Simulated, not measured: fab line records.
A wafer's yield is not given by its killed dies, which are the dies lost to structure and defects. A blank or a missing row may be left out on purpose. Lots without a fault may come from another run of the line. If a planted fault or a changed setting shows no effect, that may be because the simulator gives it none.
Which tool is to blame? | flow ritCmos | 15 lots with 45 wafers sampled at 2 steps, on a route of 202 steps

## WHAT THE GAUGES READ, wafer by wafer
RIT_GATE_CD_MEAS_16 targets a cd of 150 nm.
lot  | measured    | on       | cdNm (nm)
L799 | day 2 12:36 | cdSem-02 | 150.7 148.6 149.8
L802 | day 3 04:47 | cdSem-01 | 153.2 153.8 152.2
L803 | day 3 08:50 | cdSem-01 | 148.1 150.0 149.2
L804 | day 3 13:05 | cdSem-02 | 145.2 143.5 144.9
L805 | day 3 17:54 | cdSem-01 | 151.2 151.9 150.8
L806 | day 3 23:32 | cdSem-02 | 148.2 146.1 145.9
L810 | day 4 21:17 | cdSem-01 | 150.5 151.1 150.8
L811 | day 5 00:13 | cdSem-01 | 116.9 114.3 114.5
L813 | day 5 13:06 | cdSem-02 | 122.2 122.3 123.2
L814 | day 5 15:54 | cdSem-02 | 127.9 128.6 125.8
L815 | day 5 21:37 | cdSem-01 | 153.4 151.2 153.4
L817 | day 6 07:07 | cdSem-01 | 150.5 149.2 149.6
L818 | day 6 12:49 | cdSem-01 | 148.4 147.9 148.6
L820 | day 6 22:18 | cdSem-02 | 148.2 147.6 149.2
L821 | day 7 03:23 | cdSem-01 | 150.5 151.0 149.7

## WHAT TOOL EACH LOT RAN ON (gives the tool, then ch and the chambers of the sampled wafers, and finally the start)
lot  | RIT_GATE_EXPOSE_13
L799 | ilineStepper-02 ch 0, day 2 12:12
L802 | ilineStepper-02 ch 0, day 3 04:23
L803 | ilineStepper-01 ch 0, day 3 08:26
L804 | ilineStepper-01 ch 0, day 3 12:35
L805 | ilineStepper-01 ch 0, day 3 17:29
L806 | ilineStepper-02 ch 0, day 3 23:08
L810 | ilineStepper-01 ch 0, day 4 20:53
L811 | ilineStepper-02 ch 0, day 4 23:49
L813 | ilineStepper-02 ch 0, day 5 12:42
L814 | ilineStepper-02 ch 0, day 5 15:30
L815 | ilineStepper-01 ch 0, day 5 21:11
L817 | ilineStepper-01 ch 0, day 6 06:43
L818 | ilineStepper-01 ch 0, day 6 12:25
L820 | ilineStepper-01 ch 0, day 6 21:54
L821 | ilineStepper-01 ch 0, day 7 02:59
- RIT_GATE_EXPOSE_13: exposes mask M6, target cd 150 nm.

## WHAT THE TOOLS THEMSELVES READ (means of the sampled wafers that have a number; where no wafer has one, the mark that the record gives instead)
RIT_GATE_EXPOSE_13.
lot  | tool            | exposureDoseMJCm2
L799 | ilineStepper-02 | 377.8
L802 | ilineStepper-02 | 377.5
L803 | ilineStepper-01 | 377.6
L804 | ilineStepper-01 | 377.6
L805 | ilineStepper-01 | 378.1
L806 | ilineStepper-02 | 378.1
L810 | ilineStepper-01 | 378.0
L811 | ilineStepper-02 | 403.1
L813 | ilineStepper-02 | 398.0
L814 | ilineStepper-02 | 394.8
L815 | ilineStepper-01 | 378.0
L817 | ilineStepper-01 | 377.7
L818 | ilineStepper-01 | 377.8
L820 | ilineStepper-01 | 377.8
L821 | ilineStepper-01 | 378.3

## THE ANSWER, worked out from the rows above alone
Rule: usual is defined by the lots themselves. The widest of any qualifying gaps counts: lots, ordered by their means at a reading, are off when they make up no more than a third of the lots, leave a main group of 4 or more, and stand apart from it by 3 or more times the standard deviation of that group's means. A main group whose means are all the same, to the digits that the tables above print for the reading, isn't used. A lot without any number at a reading at which 4 lots or more have one is off too. All remaining lots with rows at the step are treated as sound. First the gauges in route order, then the tools' own readings, where a lot's mean is used as printed above. At the first step where some lot is off, the reading lying furthest off is the one used; lots without a number count as furthest.
Off: L811, L813, L814, at RIT_GATE_CD_MEAS_16 (cdNm). For the main group the mean is 149.6 nm and the standard deviation 2.3.
A tool fits if, at a process step before that reading, it ran every lot that is off, and no sound lot after the first of them. The gauges at RIT_GATE_CD_MEAS_16 aren't tried: what is off there is off at RIT_GATE_EXPOSE_13 too, on other tools, and a gauge's error can't cause that. One fits: ilineStepper-02 at RIT_GATE_EXPOSE_13. Its last sound lot is L806 (day 3 23:08), its first lot that is off L811 (day 4 23:49): a fault that began between those two fits.
On the lots that are off, the tool's own readings at RIT_GATE_EXPOSE_13 differ by more than 5 times the standard deviation of the sound lots' means, which bears it out; exposureDoseMJCm2 reads 398.6 there versus 377.9 on the sound lots.

## WHAT THE SIMULATOR HAD INSERTED
Process parameters drifting: ilineStepper-02 at RIT_GATE_EXPOSE_13, beginning at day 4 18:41. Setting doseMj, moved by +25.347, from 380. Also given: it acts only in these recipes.
Struck lots among those shown: L811, L813, L814. The rule given above showed the same thing.
